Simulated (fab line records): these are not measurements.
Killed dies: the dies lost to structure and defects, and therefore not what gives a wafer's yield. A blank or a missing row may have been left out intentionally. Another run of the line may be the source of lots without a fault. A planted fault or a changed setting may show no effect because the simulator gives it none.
fab line records || flow ritCmos
record {"lots": 14, "wafers": 42, "lastDay": 7}
route steps=202 shown NLDD@111 M1@202
lots with no fault: from the same line, run without faults
startH: the number of hours between the record's first day and the start of the first shown wafer of the lot || waitH: hours elapsed since this lot's preceding step || " same as the row above || L1.1+2: a row that stands for several wafers || - no value, or no start was given || * or withheld: withheld || < > ~ a bound
route shown NAME@n: a module of which the file shows steps, and the number in the route of the first || usual: the fault-free wafers' mean and standard deviation || same: alike in all rows || chamber/n: place in a boat || sites: the reading at each site || _std_site: the standard deviation of these || _edge_site: outer sites' mean less inner sites' || radiusMm: how far each site lies from the wafer's centre || mask NAME#n: copy n || behind: the last tool/chamber to shape the wafer || hold: reason for holding the lot/hours on hold/outcome of the hold || device: which transistor (n, p or np) failed to switch || end of line: the tests these same wafers got at the end of their route || a step without rows: its recipe alone || killed: not the wafer's yield, but the dies lost to structure and defects at the first sort || map: shows each die of a wafer: x if killed, . if not, _ if none is there
set.NAME: setting as actually run; set.NAME@STEP: the setting as run at that earlier step || model.NAME: the simulator's own value behind a step, which no gauge read
steps of the route over a sample of lots; a table a step, a row a wafer
services: the hour from which a tool's chamber was out of use, counted from the record's first day as startH (under 0 if before that day), plus the number of hours and why
## steps
# step RIT_NLDD_IMPLANT_08
# recipe {"species": "P", "energyKev": 20, "doseCm2": 5e+14, "tiltDeg": 7}
# usual {"beamEnergyKeV": "20.002/0.0064", "tiltDeg": "7.003/0.018"}
{"lot.wafer": "L117.1", "tool": "implanter-01", "chamber": 0, "startH": 42.92, "waitH": 0.1, "beamEnergyKeV": 19.993, "tiltDeg": 6.982}
{"lot.wafer": "L117.2", "tool": "implanter-01", "chamber": 0, "startH": 42.92, "waitH": 0.1, "beamEnergyKeV": 20.008, "tiltDeg": 7.003}
{"lot.wafer": "L117.3", "tool": "implanter-01", "chamber": 0, "startH": 42.92, "waitH": 0.1, "beamEnergyKeV": 19.994, "tiltDeg": 6.963}
{"lot.wafer": "L118.2", "tool": "implanter-04", "chamber": 0, "startH": 45.89, "waitH": 0.1, "beamEnergyKeV": 20.008, "tiltDeg": 7.004}
{"lot.wafer": "L118.3", "tool": "implanter-04", "chamber": 0, "startH": 45.89, "waitH": 0.1, "beamEnergyKeV": 20.004, "tiltDeg": 7.009}
{"lot.wafer": "L118.4", "tool": "implanter-04", "chamber": 0, "startH": 45.89, "waitH": 0.1, "beamEnergyKeV": 19.997, "tiltDeg": 7.027}
{"lot.wafer": "L119.1", "tool": "implanter-01", "chamber": 0, "startH": 53.13, "waitH": 0.1, "beamEnergyKeV": 20.003, "tiltDeg": 7.020}
{"lot.wafer": "L119.2", "tool": "implanter-01", "chamber": 0, "startH": 53.13, "waitH": 0.1, "beamEnergyKeV": 19.992, "tiltDeg": 6.989}
{"lot.wafer": "L119.5", "tool": "implanter-01", "chamber": 0, "startH": 53.13, "waitH": 0.1, "beamEnergyKeV": 20.001, "tiltDeg": 7.012}
{"lot.wafer": "L120.1", "tool": "implanter-03", "chamber": 0, "startH": 56.99, "waitH": 0.1, "beamEnergyKeV": 19.995, "tiltDeg": 7.008}
{"lot.wafer": "L120.2", "tool": "implanter-03", "chamber": 0, "startH": 56.99, "waitH": 0.1, "beamEnergyKeV": 20.004, "tiltDeg": 6.993}
{"lot.wafer": "L120.6", "tool": "implanter-03", "chamber": 0, "startH": 56.99, "waitH": 0.1, "beamEnergyKeV": 20.007, "tiltDeg": 7.032}
{"lot.wafer": "L121.1", "tool": "implanter-01", "chamber": 0, "startH": 63.57, "waitH": 0.1, "beamEnergyKeV": 19.995, "tiltDeg": 7.006}
{"lot.wafer": "L121.4", "tool": "implanter-01", "chamber": 0, "startH": 63.57, "waitH": 0.1, "beamEnergyKeV": 19.995, "tiltDeg": 7.000}
{"lot.wafer": "L121.5", "tool": "implanter-01", "chamber": 0, "startH": 63.57, "waitH": 0.1, "beamEnergyKeV": 19.983, "tiltDeg": 6.996}
{"lot.wafer": "L122.1", "tool": "implanter-03", "chamber": 0, "startH": 67.02, "waitH": 0.1, "beamEnergyKeV": 20.015, "tiltDeg": 6.999}
{"lot.wafer": "L122.3", "tool": "implanter-03", "chamber": 0, "startH": 67.02, "waitH": 0.1, "beamEnergyKeV": 20.011, "tiltDeg": 7.042}
{"lot.wafer": "L122.4", "tool": "implanter-03", "chamber": 0, "startH": 67.02, "waitH": 0.1, "beamEnergyKeV": 20.003, "tiltDeg": 7.065}
{"lot.wafer": "L123.1", "tool": "implanter-04", "chamber": 0, "startH": 70.85, "waitH": 0.1, "beamEnergyKeV": 20.008, "tiltDeg": 7.014}
{"lot.wafer": "L123.2", "tool": "implanter-04", "chamber": 0, "startH": 70.85, "waitH": 0.1, "beamEnergyKeV": 20.013, "tiltDeg": 7.036}
{"lot.wafer": "L123.6", "tool": "implanter-04", "chamber": 0, "startH": 70.85, "waitH": 0.1, "beamEnergyKeV": 20.009, "tiltDeg": 7.042}
{"lot.wafer": "L125.1", "tool": "implanter-04", "chamber": 0, "startH": 81.02, "waitH": 0.1, "beamEnergyKeV": 19.997, "tiltDeg": 7.004}
{"lot.wafer": "L125.3", "tool": "implanter-04", "chamber": 0, "startH": 81.02, "waitH": 0.1, "beamEnergyKeV": 20.003, "tiltDeg": 6.981}
{"lot.wafer": "L125.6", "tool": "implanter-04", "chamber": 0, "startH": 81.02, "waitH": 0.1, "beamEnergyKeV": 20.002, "tiltDeg": 6.977}
{"lot.wafer": "L126.1", "tool": "implanter-01", "chamber": 0, "startH": 87.42, "waitH": 0.1, "beamEnergyKeV": 26.003, "tiltDeg": 7.015}
{"lot.wafer": "L126.4", "tool": "implanter-01", "chamber": 0, "startH": 87.42, "waitH": 0.1, "beamEnergyKeV": 25.999, "tiltDeg": 6.993}
{"lot.wafer": "L126.5", "tool": "implanter-01", "chamber": 0, "startH": 87.42, "waitH": 0.1, "beamEnergyKeV": 26.005, "tiltDeg": 6.979}
{"lot.wafer": "L130.2", "tool": "implanter-01", "chamber": 0, "startH": 105.83, "waitH": 0.1, "beamEnergyKeV": 25.998, "tiltDeg": 7.024}
{"lot.wafer": "L130.4", "tool": "implanter-01", "chamber": 0, "startH": 105.83, "waitH": 0.1, "beamEnergyKeV": 26.002, "tiltDeg": 6.986}
{"lot.wafer": "L130.5", "tool": "implanter-01", "chamber": 0, "startH": 105.83, "waitH": 0.1, "beamEnergyKeV": 26.005, "tiltDeg": 7.021}
{"lot.wafer": "L135.2", "tool": "implanter-03", "chamber": 0, "startH": 132.24, "waitH": 0.1, "beamEnergyKeV": 19.985, "tiltDeg": 7.033}
{"lot.wafer": "L135.4", "tool": "implanter-03", "chamber": 0, "startH": 132.24, "waitH": 0.1, "beamEnergyKeV": 19.989, "tiltDeg": 7.010}
{"lot.wafer": "L135.5", "tool": "implanter-03", "chamber": 0, "startH": 132.24, "waitH": 0.1, "beamEnergyKeV": 19.995, "tiltDeg": 7.032}
{"lot.wafer": "L137.1", "tool": "implanter-04", "chamber": 0, "startH": 143.89, "waitH": 0.1, "beamEnergyKeV": 20.008, "tiltDeg": 6.987}
{"lot.wafer": "L137.4", "tool": "implanter-04", "chamber": 0, "startH": 143.89, "waitH": 0.1, "beamEnergyKeV": 20.007, "tiltDeg": 6.981}
{"lot.wafer": "L137.6", "tool": "implanter-04", "chamber": 0, "startH": 143.89, "waitH": 0.1, "beamEnergyKeV": 20.003, "tiltDeg": 6.988}
{"lot.wafer": "L139.1", "tool": "implanter-03", "chamber": 0, "startH": 153.54, "waitH": 0.1, "beamEnergyKeV": 20.009, "tiltDeg": 6.986}
{"lot.wafer": "L139.4", "tool": "implanter-03", "chamber": 0, "startH": 153.54, "waitH": 0.1, "beamEnergyKeV": 20.009, "tiltDeg": 6.971}
{"lot.wafer": "L139.5", "tool": "implanter-03", "chamber": 0, "startH": 153.54, "waitH": 0.1, "beamEnergyKeV": 20.005, "tiltDeg": 7.001}
{"lot.wafer": "L140.3", "tool": "implanter-01", "chamber": 0, "startH": 160.75, "waitH": 0.1, "beamEnergyKeV": 20.011, "tiltDeg": 7.004}
{"lot.wafer": "L140.4", "tool": "implanter-01", "chamber": 0, "startH": 160.75, "waitH": 0.1, "beamEnergyKeV": 20.000, "tiltDeg": 7.002}
{"lot.wafer": "L140.6", "tool": "implanter-01", "chamber": 0, "startH": 160.75, "waitH": 0.1, "beamEnergyKeV": 20.014, "tiltDeg": 6.989}
# step RIT_NLDD_TW_MEAS_10
# usual {"NLDD_TW": "2470/12"}
{"lot.wafer": "L117.1", "tool": "filmMetro-04", "chamber": "-", "startH": 43.24, "waitH": 0.1, "hold": "-", "NLDD_TW": 2460}
{"lot.wafer": "L117.2", "tool": "filmMetro-04", "chamber": "-", "startH": 43.24, "waitH": 0.1, "hold": "-", "NLDD_TW": 2458}
{"lot.wafer": "L117.3", "tool": "filmMetro-04", "chamber": "-", "startH": 43.24, "waitH": 0.1, "hold": "-", "NLDD_TW": 2462}
{"lot.wafer": "L118.2", "tool": "filmMetro-04", "chamber": "-", "startH": 46.20, "waitH": 0.1, "hold": "-", "NLDD_TW": 2454}
{"lot.wafer": "L118.3", "tool": "filmMetro-04", "chamber": "-", "startH": 46.20, "waitH": 0.1, "hold": "-", "NLDD_TW": 2461}
{"lot.wafer": "L118.4", "tool": "filmMetro-04", "chamber": "-", "startH": 46.20, "waitH": 0.1, "hold": "-", "NLDD_TW": 2470}
{"lot.wafer": "L119.1", "tool": "filmMetro-03", "chamber": "-", "startH": 53.45, "waitH": 0.1, "hold": "-", "NLDD_TW": 2474}
{"lot.wafer": "L119.2", "tool": "filmMetro-03", "chamber": "-", "startH": 53.45, "waitH": 0.1, "hold": "-", "NLDD_TW": 2487}
{"lot.wafer": "L119.5", "tool": "filmMetro-03", "chamber": "-", "startH": 53.45, "waitH": 0.1, "hold": "-", "NLDD_TW": 2478}
{"lot.wafer": "L120.1", "tool": "filmMetro-04", "chamber": "-", "startH": 57.31, "waitH": 0.1, "hold": "-", "NLDD_TW": 2479}
{"lot.wafer": "L120.2", "tool": "filmMetro-04", "chamber": "-", "startH": 57.31, "waitH": 0.1, "hold": "-", "NLDD_TW": 2478}
{"lot.wafer": "L120.6", "tool": "filmMetro-04", "chamber": "-", "startH": 57.31, "waitH": 0.1, "hold": "-", "NLDD_TW": 2469}
{"lot.wafer": "L121.1", "tool": "filmMetro-02", "chamber": "-", "startH": 63.89, "waitH": 0.1, "hold": "-", "NLDD_TW": 2460}
{"lot.wafer": "L121.4", "tool": "filmMetro-02", "chamber": "-", "startH": 63.89, "waitH": 0.1, "hold": "-", "NLDD_TW": 2466}
{"lot.wafer": "L121.5", "tool": "filmMetro-02", "chamber": "-", "startH": 63.89, "waitH": 0.1, "hold": "-", "NLDD_TW": 2463}
{"lot.wafer": "L122.1", "tool": "filmMetro-02", "chamber": "-", "startH": 67.35, "waitH": 0.1, "hold": "-", "NLDD_TW": 2480}
{"lot.wafer": "L122.3", "tool": "filmMetro-02", "chamber": "-", "startH": 67.35, "waitH": 0.1, "hold": "-", "NLDD_TW": 2467}
{"lot.wafer": "L122.4", "tool": "filmMetro-02", "chamber": "-", "startH": 67.35, "waitH": 0.1, "hold": "-", "NLDD_TW": 2469}
{"lot.wafer": "L123.1", "tool": "filmMetro-02", "chamber": "-", "startH": 71.17, "waitH": 0.1, "hold": "-", "NLDD_TW": 2485}
{"lot.wafer": "L123.2", "tool": "filmMetro-02", "chamber": "-", "startH": 71.17, "waitH": 0.1, "hold": "-", "NLDD_TW": 2478}
{"lot.wafer": "L123.6", "tool": "filmMetro-02", "chamber": "-", "startH": 71.17, "waitH": 0.1, "hold": "-", "NLDD_TW": 2471}
{"lot.wafer": "L125.1", "tool": "filmMetro-04", "chamber": "-", "startH": 81.35, "waitH": 0.1, "hold": "-", "NLDD_TW": 2459}
{"lot.wafer": "L125.3", "tool": "filmMetro-04", "chamber": "-", "startH": 81.35, "waitH": 0.1, "hold": "-", "NLDD_TW": 2454}
{"lot.wafer": "L125.6", "tool": "filmMetro-04", "chamber": "-", "startH": 81.35, "waitH": 0.1, "hold": "-", "NLDD_TW": 2458}
{"lot.wafer": "L126.1", "tool": "filmMetro-04", "chamber": "-", "startH": 87.75, "waitH": 0.1, "hold": "awaitDispo/0.2h/release", "NLDD_TW": 2645}
{"lot.wafer": "L126.4", "tool": "filmMetro-04", "chamber": "-", "startH": 87.75, "waitH": 0.1, "hold": "awaitDispo/0.2h/release", "NLDD_TW": 2635}
{"lot.wafer": "L126.5", "tool": "filmMetro-04", "chamber": "-", "startH": 87.75, "waitH": 0.1, "hold": "awaitDispo/0.2h/release", "NLDD_TW": 2647}
{"lot.wafer": "L126.1", "tool": "filmMetro-04", "chamber": "-", "startH": 87.97, "waitH": 0.2, "hold": "-", "NLDD_TW": 2642}
{"lot.wafer": "L126.4", "tool": "filmMetro-04", "chamber": "-", "startH": 87.97, "waitH": 0.2, "hold": "-", "NLDD_TW": 2640}
{"lot.wafer": "L126.5", "tool": "filmMetro-04", "chamber": "-", "startH": 87.97, "waitH": 0.2, "hold": "-", "NLDD_TW": 2644}
{"lot.wafer": "L130.2", "tool": "filmMetro-04", "chamber": "-", "startH": 106.14, "waitH": 0.1, "hold": "awaitDispo/0.2h/release", "NLDD_TW": 2656}
{"lot.wafer": "L130.4", "tool": "filmMetro-04", "chamber": "-", "startH": 106.14, "waitH": 0.1, "hold": "awaitDispo/0.2h/release", "NLDD_TW": 2647}
{"lot.wafer": "L130.5", "tool": "filmMetro-04", "chamber": "-", "startH": 106.14, "waitH": 0.1, "hold": "awaitDispo/0.2h/release", "NLDD_TW": 2636}
{"lot.wafer": "L130.2", "tool": "filmMetro-04", "chamber": "-", "startH": 106.37, "waitH": 0.2, "hold": "-", "NLDD_TW": 2649}
{"lot.wafer": "L130.4", "tool": "filmMetro-04", "chamber": "-", "startH": 106.37, "waitH": 0.2, "hold": "-", "NLDD_TW": 2655}
{"lot.wafer": "L130.5", "tool": "filmMetro-04", "chamber": "-", "startH": 106.37, "waitH": 0.2, "hold": "-", "NLDD_TW": 2638}
{"lot.wafer": "L135.2", "tool": "filmMetro-03", "chamber": "-", "startH": 132.55, "waitH": 0.1, "hold": "-", "NLDD_TW": 2478}
{"lot.wafer": "L135.4", "tool": "filmMetro-03", "chamber": "-", "startH": 132.55, "waitH": 0.1, "hold": "-", "NLDD_TW": 2474}
{"lot.wafer": "L135.5", "tool": "filmMetro-03", "chamber": "-", "startH": 132.55, "waitH": 0.1, "hold": "-", "NLDD_TW": 2486}
{"lot.wafer": "L137.1", "tool": "filmMetro-03", "chamber": "-", "startH": 144.21, "waitH": 0.1, "hold": "-", "NLDD_TW": 2488}
{"lot.wafer": "L137.4", "tool": "filmMetro-03", "chamber": "-", "startH": 144.21, "waitH": 0.1, "hold": "-", "NLDD_TW": 2476}
{"lot.wafer": "L137.6", "tool": "filmMetro-03", "chamber": "-", "startH": 144.21, "waitH": 0.1, "hold": "-", "NLDD_TW": 2487}
{"lot.wafer": "L139.1", "tool": "filmMetro-04", "chamber": "-", "startH": 153.87, "waitH": 0.1, "hold": "-", "NLDD_TW": 2469}
{"lot.wafer": "L139.4", "tool": "filmMetro-04", "chamber": "-", "startH": 153.87, "waitH": 0.1, "hold": "-", "NLDD_TW": 2463}
{"lot.wafer": "L139.5", "tool": "filmMetro-04", "chamber": "-", "startH": 153.87, "waitH": 0.1, "hold": "-", "NLDD_TW": 2460}
{"lot.wafer": "L140.3", "tool": "filmMetro-04", "chamber": "-", "startH": 161.04, "waitH": 0.1, "hold": "-", "NLDD_TW": 2474}
{"lot.wafer": "L140.4", "tool": "filmMetro-04", "chamber": "-", "startH": 161.04, "waitH": 0.1, "hold": "-", "NLDD_TW": 2479}
{"lot.wafer": "L140.6", "tool": "filmMetro-04", "chamber": "-", "startH": 161.04, "waitH": 0.1, "hold": "-", "NLDD_TW": 2467}
# step RIT_SDANNEAL_RS_MEAS_07
# recipe {"thkMeasGauge": "four-point-probe"}
# usual {"NLDD_RS": "151.7/0.63"}
{"lot.wafer": "L117.1", "tool": "filmMetro-03", "chamber": "-", "startH": 51.18, "waitH": 0.1, "hold": "-", "NLDD_RS[ohm/sq]": 152.6}
{"lot.wafer": "L117.2", "tool": "filmMetro-03", "chamber": "-", "startH": 51.18, "waitH": 0.1, "hold": "-", "NLDD_RS[ohm/sq]": 152.6}
{"lot.wafer": "L117.3", "tool": "filmMetro-03", "chamber": "-", "startH": 51.18, "waitH": 0.1, "hold": "-", "NLDD_RS[ohm/sq]": 152.4}
{"lot.wafer": "L118.2", "tool": "filmMetro-02", "chamber": "-", "startH": 54.19, "waitH": 0.1, "hold": "-", "NLDD_RS[ohm/sq]": 151.5}
{"lot.wafer": "L118.3", "tool": "filmMetro-02", "chamber": "-", "startH": 54.19, "waitH": 0.1, "hold": "-", "NLDD_RS[ohm/sq]": 151.9}
{"lot.wafer": "L118.4", "tool": "filmMetro-02", "chamber": "-", "startH": 54.19, "waitH": 0.1, "hold": "-", "NLDD_RS[ohm/sq]": 151.7}
{"lot.wafer": "L119.1", "tool": "filmMetro-03", "chamber": "-", "startH": 61.34, "waitH": 0.1, "hold": "-", "NLDD_RS[ohm/sq]": 151.6}
{"lot.wafer": "L119.2", "tool": "filmMetro-03", "chamber": "-", "startH": 61.34, "waitH": 0.1, "hold": "-", "NLDD_RS[ohm/sq]": 151.1}
{"lot.wafer": "L119.5", "tool": "filmMetro-03", "chamber": "-", "startH": 61.34, "waitH": 0.1, "hold": "-", "NLDD_RS[ohm/sq]": 150.8}
{"lot.wafer": "L120.1", "tool": "filmMetro-02", "chamber": "-", "startH": 65.47, "waitH": 0.1, "hold": "-", "NLDD_RS[ohm/sq]": 152.4}
{"lot.wafer": "L120.2", "tool": "filmMetro-02", "chamber": "-", "startH": 65.47, "waitH": 0.1, "hold": "-", "NLDD_RS[ohm/sq]": 152.4}
{"lot.wafer": "L120.6", "tool": "filmMetro-02", "chamber": "-", "startH": 65.47, "waitH": 0.1, "hold": "-", "NLDD_RS[ohm/sq]": 152.2}
{"lot.wafer": "L121.1", "tool": "filmMetro-03", "chamber": "-", "startH": 71.90, "waitH": 0.1, "hold": "-", "NLDD_RS[ohm/sq]": 152.2}
{"lot.wafer": "L121.4", "tool": "filmMetro-03", "chamber": "-", "startH": 71.90, "waitH": 0.1, "hold": "-", "NLDD_RS[ohm/sq]": 151.2}
{"lot.wafer": "L121.5", "tool": "filmMetro-03", "chamber": "-", "startH": 71.90, "waitH": 0.1, "hold": "-", "NLDD_RS[ohm/sq]": 151.9}
{"lot.wafer": "L122.1", "tool": "filmMetro-03", "chamber": "-", "startH": 75.36, "waitH": 0.1, "hold": "-", "NLDD_RS[ohm/sq]": 152.3}
{"lot.wafer": "L122.3", "tool": "filmMetro-03", "chamber": "-", "startH": 75.36, "waitH": 0.1, "hold": "-", "NLDD_RS[ohm/sq]": 151.7}
{"lot.wafer": "L122.4", "tool": "filmMetro-03", "chamber": "-", "startH": 75.36, "waitH": 0.1, "hold": "-", "NLDD_RS[ohm/sq]": 152.3}
{"lot.wafer": "L123.1", "tool": "filmMetro-02", "chamber": "-", "startH": 79.00, "waitH": 0.1, "hold": "-", "NLDD_RS[ohm/sq]": 151.8}
{"lot.wafer": "L123.2", "tool": "filmMetro-02", "chamber": "-", "startH": 79.00, "waitH": 0.1, "hold": "-", "NLDD_RS[ohm/sq]": 152.5}
{"lot.wafer": "L123.6", "tool": "filmMetro-02", "chamber": "-", "startH": 79.00, "waitH": 0.1, "hold": "-", "NLDD_RS[ohm/sq]": 152.1}
{"lot.wafer": "L125.1", "tool": "filmMetro-03", "chamber": "-", "startH": 89.40, "waitH": 0.1, "hold": "-", "NLDD_RS[ohm/sq]": 151.3}
{"lot.wafer": "L125.3", "tool": "filmMetro-03", "chamber": "-", "startH": 89.40, "waitH": 0.1, "hold": "-", "NLDD_RS[ohm/sq]": 151.5}
{"lot.wafer": "L125.6", "tool": "filmMetro-03", "chamber": "-", "startH": 89.40, "waitH": 0.1, "hold": "-", "NLDD_RS[ohm/sq]": 151.3}
{"lot.wafer": "L126.1", "tool": "filmMetro-04", "chamber": "-", "startH": 102.15, "waitH": 0.2, "hold": "awaitDispo/0.2h/release", "NLDD_RS[ohm/sq]": 145.6}
{"lot.wafer": "L126.4", "tool": "filmMetro-04", "chamber": "-", "startH": 102.15, "waitH": 0.2, "hold": "awaitDispo/0.2h/release", "NLDD_RS[ohm/sq]": 145.7}
{"lot.wafer": "L126.5", "tool": "filmMetro-04", "chamber": "-", "startH": 102.15, "waitH": 0.2, "hold": "awaitDispo/0.2h/release", "NLDD_RS[ohm/sq]": 145.5}
{"lot.wafer": "L126.1", "tool": "filmMetro-04", "chamber": "-", "startH": 102.43, "waitH": 0.3, "hold": "-", "NLDD_RS[ohm/sq]": 145.7}
{"lot.wafer": "L126.4", "tool": "filmMetro-04", "chamber": "-", "startH": 102.43, "waitH": 0.3, "hold": "-", "NLDD_RS[ohm/sq]": 145.7}
{"lot.wafer": "L126.5", "tool": "filmMetro-04", "chamber": "-", "startH": 102.43, "waitH": 0.3, "hold": "-", "NLDD_RS[ohm/sq]": 145.6}
{"lot.wafer": "L130.2", "tool": "filmMetro-03", "chamber": "-", "startH": 124.70, "waitH": 0.1, "hold": "awaitDispo/0.2h/release", "NLDD_RS[ohm/sq]": 147.1}
{"lot.wafer": "L130.4", "tool": "filmMetro-03", "chamber": "-", "startH": 124.70, "waitH": 0.1, "hold": "awaitDispo/0.2h/release", "NLDD_RS[ohm/sq]": 147.1}
{"lot.wafer": "L130.5", "tool": "filmMetro-03", "chamber": "-", "startH": 124.70, "waitH": 0.1, "hold": "awaitDispo/0.2h/release", "NLDD_RS[ohm/sq]": 147.5}
{"lot.wafer": "L130.2", "tool": "filmMetro-03", "chamber": "-", "startH": 124.99, "waitH": 0.3, "hold": "-", "NLDD_RS[ohm/sq]": 147.5}
{"lot.wafer": "L130.4", "tool": "filmMetro-03", "chamber": "-", "startH": 124.99, "waitH": 0.3, "hold": "-", "NLDD_RS[ohm/sq]": 147.2}
{"lot.wafer": "L130.5", "tool": "filmMetro-03", "chamber": "-", "startH": 124.99, "waitH": 0.3, "hold": "-", "NLDD_RS[ohm/sq]": 147.5}
{"lot.wafer": "L135.2", "tool": "filmMetro-02", "chamber": "-", "startH": 140.41, "waitH": 0.1, "hold": "-", "NLDD_RS[ohm/sq]": 152.4}
{"lot.wafer": "L135.4", "tool": "filmMetro-02", "chamber": "-", "startH": 140.41, "waitH": 0.1, "hold": "-", "NLDD_RS[ohm/sq]": 152.5}
{"lot.wafer": "L135.5", "tool": "filmMetro-02", "chamber": "-", "startH": 140.41, "waitH": 0.1, "hold": "-", "NLDD_RS[ohm/sq]": 152.5}
{"lot.wafer": "L137.1", "tool": "filmMetro-02", "chamber": "-", "startH": 152.19, "waitH": 0.1, "hold": "-", "NLDD_RS[ohm/sq]": 151.6}
{"lot.wafer": "L137.4", "tool": "filmMetro-02", "chamber": "-", "startH": 152.19, "waitH": 0.1, "hold": "-", "NLDD_RS[ohm/sq]": 151.5}
{"lot.wafer": "L137.6", "tool": "filmMetro-02", "chamber": "-", "startH": 152.19, "waitH": 0.1, "hold": "-", "NLDD_RS[ohm/sq]": 151.3}
{"lot.wafer": "L139.1", "tool": "filmMetro-02", "chamber": "-", "startH": 161.84, "waitH": 0.1, "hold": "-", "NLDD_RS[ohm/sq]": 152.3}
{"lot.wafer": "L139.4", "tool": "filmMetro-02", "chamber": "-", "startH": 161.84, "waitH": 0.1, "hold": "-", "NLDD_RS[ohm/sq]": 152.3}
{"lot.wafer": "L139.5", "tool": "filmMetro-02", "chamber": "-", "startH": 161.84, "waitH": 0.1, "hold": "-", "NLDD_RS[ohm/sq]": 152.2}
{"lot.wafer": "L140.3", "tool": "filmMetro-03", "chamber": "-", "startH": 170.36, "waitH": 0.1, "hold": "-", "NLDD_RS[ohm/sq]": 151.1}
{"lot.wafer": "L140.4", "tool": "filmMetro-03", "chamber": "-", "startH": 170.36, "waitH": 0.1, "hold": "-", "NLDD_RS[ohm/sq]": 150.9}
{"lot.wafer": "L140.6", "tool": "filmMetro-03", "chamber": "-", "startH": 170.36, "waitH": 0.1, "hold": "-", "NLDD_RS[ohm/sq]": 151.5}
# step RIT_M1_PROBE_99
# usual {"killedAtContacts": "0.1/0.24", "killedAtFrontEnd": "7/3", "killedDies": "7/3", "killedOnRim": "1.9/1.4", "killedOpen": "3.2/1.8", "killedShort": "3.5/2.1"}
# same {"grossDies": 264, "killed_at_M0_to_M3": 0, "killed_at_M4_up": 0, "killedAtBackSide": 0, "killedAtOther": 0}
{"lot.wafer": "L126.1", "tool": "prober-01", "chamber": "-", "startH": 114.72, "waitH": 0.1, "killedAtContacts": 0, "killedAtFrontEnd": 5, "killedDies": 5, "killedOnRim": 4, "killedOpen": 3, "killedShort": 2}
{"lot.wafer": "L126.4", "tool": "prober-01", "chamber": "-", "startH": 114.87, "waitH": 0.2, "killedAtContacts": 0, "killedAtFrontEnd": 6, "killedDies": 6, "killedOnRim": 4, "killedOpen": 2, "killedShort": 4}
{"lot.wafer": "L126.5", "tool": "prober-01", "chamber": "-", "startH": 114.92, "waitH": 0.2, "killedAtContacts": 0, "killedAtFrontEnd": 13, "killedDies": 13, "killedOnRim": 2, "killedOpen": 6, "killedShort": 7}
{"lot.wafer": "L130.2", "tool": "prober-01", "chamber": "-", "startH": 136.23, "waitH": 0.1, "killedAtContacts": 0, "killedAtFrontEnd": 8, "killedDies": 8, "killedOnRim": 3, "killedOpen": 3, "killedShort": 5}
{"lot.wafer": "L130.4", "tool": "prober-01", "chamber": "-", "startH": 136.33, "waitH": 0.2, "killedAtContacts": 0, "killedAtFrontEnd": 5, "killedDies": 5, "killedOnRim": 1, "killedOpen": 4, "killedShort": 1}
{"lot.wafer": "L130.5", "tool": "prober-01", "chamber": "-", "startH": 136.38, "waitH": 0.2, "killedAtContacts": 0, "killedAtFrontEnd": 4, "killedDies": 4, "killedOnRim": 0, "killedOpen": 2, "killedShort": 2}
# killed by level:class
L126.1 SILICIDE:geometricParticle:open=2 FOX1:geometricParticle:short=1 FOX1:geometricParticle:open=1 REOX:geometricParticle:short=1
L126.4 SPACER:geometricParticle:short=2 SILICIDE:geometricParticle:open=2 FOX1:geometricParticle:short=1 GATE:geometricParticle:short=1
L126.5 FOX1:geometricParticle:short=5 GATE:geometricParticle:open=4 REOX:geometricParticle:open=2 FOX2:geometricParticle:short=1 SILICIDE:geometricParticle:short=1
L130.2 FOX1:geometricParticle:open=2 GATE:geometricParticle:short=2 ACTIVE:geometricParticle:short=1 FOX2:geometricParticle:short=1 REOX:geometricParticle:short=1 REOX:geometricParticle:open=1
L130.4 FOX1:geometricParticle:open=1 FOX2:geometricParticle:open=1 GATE:geometricParticle:open=1 SILICIDE:geometricParticle:short=1 SILICIDE:geometricParticle:open=1
L130.5 GATE:geometricParticle:open=2 FOX1:geometricParticle:short=1 REOX:geometricParticle:short=1
## services
{"tool": "implanter-01", "chamber": "-", "startH": 44.91, "hours": 1.5, "kind": "repair"}
{"tool": "implanter-04", "chamber": "-", "startH": 60.82, "hours": 4.7, "kind": "repair"}
{"tool": "implanter-01", "chamber": "-", "startH": 78.50, "hours": 6.1, "kind": "repair"}
{"tool": "implanter-03", "chamber": "-", "startH": 82.41, "hours": 4.7, "kind": "pm"}
{"tool": "implanter-01", "chamber": "-", "startH": 97.13, "hours": 8.4, "kind": "repair"}
{"tool": "implanter-04", "chamber": "-", "startH": 129.17, "hours": 8.5, "kind": "repair"}
{"tool": "implanter-03", "chamber": "-", "startH": 129.79, "hours": 1.3, "kind": "repair"}
{"tool": "implanter-04", "chamber": "-", "startH": 157.81, "hours": 5.1, "kind": "pm"}
## key
firstSign {"step": "RIT_NLDD_IMPLANT_08", "reading": "beamEnergyKeV", "direction": "up", "sigmas": "99+", "usual": 20.002, "struck": 26.002}
effect {"step": "RIT_NLDD_TW_MEAS_10", "reading": "visit", "direction": "added"}
effect {"step": "RIT_NLDD_TW_MEAS_10", "reading": "NLDD_TW", "direction": "up", "sigmas": 15, "usual": 2470, "struck": 2644}
effect {"step": "RIT_SDANNEAL_RS_MEAS_07", "reading": "NLDD_RS", "direction": "down", "sigmas": 8.4, "usual": 151.7, "struck": 146.4}
metAt RIT_NLDD_IMPLANT_08
struckLots L126,L130
testerLeftOut L126,L130
onsetBetween 63.57 87.42
fault {"kind": "processParameterDrift", "tool": "implanter-01", "chamber": "-", "onsetH": 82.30, "steps": "RIT_NLDD_IMPLANT_08", "channel": "energyKev", "offset": 6, "shape": "step", "endH": 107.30, "actsIn": "theseRecipesOnly", "stated": 20}
# testerLeftOut: of these lots the tester's yield and bins aren't shown, on N5 and GAA mostly nor the transistor test; their killed dies are dies lost to structure and defects alone, not to doping, threshold or leakage, so they don't give the yield
